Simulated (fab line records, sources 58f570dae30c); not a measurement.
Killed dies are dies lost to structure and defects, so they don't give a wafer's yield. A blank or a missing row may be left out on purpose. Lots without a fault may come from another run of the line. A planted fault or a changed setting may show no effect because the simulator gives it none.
Which tool did it? | flow berkeley_cmos170 | 14 lots, 42 wafers sampled, at 3 steps of a route of 331

WHAT THE GAUGES READ, wafer by wafer
UCB170_NSD_OVL_MEAS_07. Usual: NSD_OVL -1 nm, standard deviation 6.1.
lot  | measured     | on         | NSD_OVL (nm) | flag
L927 | day 6 10:49  | overlay-02 | 7 12 5       |
L929 | day 6 11:24  | overlay-02 | -2 4 8       |
L928 | day 6 11:38  | overlay-02 | 3 -6 -7      |
L931 | day 7 04:13  | overlay-02 | -3 1 3       |
L930 | day 7 04:25  | overlay-02 | 13 11 3      |
L933 | day 7 17:03  | overlay-02 | 3 -4 0       |
L934 | day 8 06:11  | overlay-02 | -1 -3 -2     |
L935 | day 8 18:31  | overlay-02 | 9 5 4        |
L936 | day 8 18:52  | overlay-02 | -1 3 -3      |
L938 | day 9 03:22  | overlay-01 | 6 5 2        |
L941 | day 9 12:32  | overlay-01 | 1 6 0        |
L944 | day 10 08:37 | overlay-01 | -8 -16 -6    |
L949 | day 11 09:10 | overlay-01 | 8 -2 9       |
L950 | day 11 22:43 | overlay-02 | -7 -4 -9     |

UCB170_M1_OVL_MEAS_10. Usual: M1_OVL 3 nm, standard deviation 5.
lot  | measured     | on         | M1_OVL (nm) | flag
L927 | day 6 21:12  | overlay-02 | 3 -3 6      |
L929 | day 6 21:17  | overlay-02 | 3 0 8       |
L928 | day 6 22:50  | overlay-02 | 1 4 7       |
L931 | day 7 14:03  | overlay-02 | 11 -8 7     |
L930 | day 7 15:35  | overlay-02 | 1 1 -2      |
L933 | day 8 03:55  | overlay-02 | 0 9 4       |
L934 | day 8 14:13  | overlay-02 | 10 6 11     |
L935 | day 9 04:59  | overlay-02 | -4 -5 0     |
L936 | day 9 04:43  | overlay-01 | 4 0 1       |
L938 | day 9 13:30  | overlay-02 | 3 5 8       |
L941 | day 10 00:13 | overlay-02 | 13 11 12    |
L944 | day 10 16:57 | overlay-02 | 8 -2 2      |
L949 | day 11 18:14 | overlay-01 | 11 3 10     |
L950 | day 12 09:02 | overlay-02 | 1 0 -1      |

WHICH TOOL RAN EACH LOT (tool, then ch and the chambers of the sampled wafers, then the start)
lot  | UCB170_SDANNEAL_RTA_01
L927 | rtp_anneal-01 ch 0, day 6 12:10
L929 | rtp_anneal-02 ch 0, day 6 12:58
L928 | rtp_anneal-02 ch 0, day 6 15:35
L931 | rtp_anneal-02 ch 0, day 7 05:42
L930 | rtp_anneal-01 ch 0, day 7 05:55
L933 | rtp_anneal-01 ch 0, day 7 18:22
L934 | rtp_anneal-02 ch 0, day 8 07:35
L935 | rtp_anneal-01 ch 0, day 8 20:02
L936 | rtp_anneal-01 ch 0, day 8 20:14
L938 | rtp_anneal-02 ch 0, day 9 04:51
L941 | rtp_anneal-02 ch 0, day 9 14:05
L944 | rtp_anneal-01 ch 0, day 10 10:22
L949 | rtp_anneal-02 ch 0, day 11 10:50
L950 | rtp_anneal-02 ch 0, day 12 00:08
- UCB170_SDANNEAL_RTA_01: time 5 s.

WHAT THE TOOLS THEMSELVES READ (means of the sampled wafers that have a number; where no wafer has one, the mark that the record gives instead)
UCB170_SDANNEAL_RTA_01. Usual: anneal_temp_c_max 1053.6, standard deviation 0.91; lamp_power_pct 39.98 %, standard deviation 0.068; wafer_temp_C_max 1054.5, standard deviation 1.2.
lot  | tool          | anneal_temp_c_max | lamp_power_pct (%) | wafer_temp_C_max | flag
L927 | rtp_anneal-01 | 1053.3            | 40.06              | 1053.7           |
L929 | rtp_anneal-02 | 1054.2            | 39.89              | 1054.7           |
L928 | rtp_anneal-02 | 1054.4            | 39.93              | 1055.4           |
L931 | rtp_anneal-02 | 1053.7            | 39.92              | 1054.9           |
L930 | rtp_anneal-01 | 1053.1            | 40.07              | 1053.9           |
L933 | rtp_anneal-01 | 1053.2            | 40.04              | 1053.8           |
L934 | rtp_anneal-02 | 1054.0            | 39.92              | 1054.2           |
L935 | rtp_anneal-01 | 1053.1            | 40.05              | 1053.1           |
L936 | rtp_anneal-01 | 1052.6            | 40.03              | 1053.3           |
L938 | rtp_anneal-02 | 1054.2            | 39.91              | 1056.3           |
L941 | rtp_anneal-02 | 1053.8            | 39.94              | 1054.4           |
L944 | rtp_anneal-01 | 1053.4            | 40.02              | 1054.1           |
L949 | rtp_anneal-02 | 1054.0            | 39.90              | 1055.4           |
L950 | rtp_anneal-02 | 1053.8            | 39.93              | 1055.0           |

THE ANSWER, worked out from the rows above alone
Rule: a lot is off if the mean of its wafers that have a number lies more than 3 standard deviations from the usual mean. A lot without any number at a reading at which 4 lots or more have one is off too. The other lots that the step has rows for count as sound. The gauges are gone through in route order, then the tools' own readings, and for those a lot's mean is taken as printed above. The first step at which some lot is off is used, and at that step the reading that is off furthest; a lot without a number counts as furthest.
No lot is off at any reading shown: from this, nothing can be told.

WHAT THE SIMULATOR HAD PUT IN
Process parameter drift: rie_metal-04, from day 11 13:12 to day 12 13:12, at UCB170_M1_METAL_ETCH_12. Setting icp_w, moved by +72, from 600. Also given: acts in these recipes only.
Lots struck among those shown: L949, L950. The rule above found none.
